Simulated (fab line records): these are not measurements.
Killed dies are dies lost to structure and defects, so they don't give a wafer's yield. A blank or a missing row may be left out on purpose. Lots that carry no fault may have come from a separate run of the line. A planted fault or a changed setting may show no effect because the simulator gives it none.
Which of the tools did it? | flow rit_cmos | 18 wafers sampled from 6 lots at 1 step of a route of 202

## WHAT EACH GAUGE READ, for each wafer
RIT_SDANNEAL_RS_MEAS_06: uses a four-point probe to measure.
lot  | measured    | on            | PLDD_RS (ohm/sq)
L354 | day 3 08:42 | film_metro-03 | 178.4 178.9 178.4
L360 | day 4 17:41 | film_metro-03 | 178.7 179.0 179.4
L365 | day 5 12:59 | film_metro-02 | 179.0 178.8 178.5
L368 | day 6 05:15 | film_metro-04 | 179.5 179.4 179.6
L372 | day 7 01:20 | film_metro-02 | 178.9 178.5 178.2
L375 | day 7 17:41 | film_metro-02 | 178.9 178.7 178.7

## WHAT TOOL EACH LOT RAN ON (gives the tool, then ch and the chambers of the sampled wafers, and finally the start)
The record shows no process step preceding these readings.

## THE ANSWER, worked out from the rows above alone
Rule: the lots themselves supply what counts as usual. The widest of any qualifying gaps counts: lots, ordered by their means at a reading, are off when they make up no more than a third of the lots, leave a main group of 4 or more, and stand apart from it by 3 or more times the standard deviation of that group's means. If all means in a main group match to the digits the tables above print for the reading, that group is not used. Also off: a lot with no number at a reading for which 4 or more lots have one. All remaining lots with rows at the step are treated as sound.
Nothing can be told from this: no lot is off at any reading shown.

## WHAT HAD BEEN PUT IN BY THE SIMULATOR
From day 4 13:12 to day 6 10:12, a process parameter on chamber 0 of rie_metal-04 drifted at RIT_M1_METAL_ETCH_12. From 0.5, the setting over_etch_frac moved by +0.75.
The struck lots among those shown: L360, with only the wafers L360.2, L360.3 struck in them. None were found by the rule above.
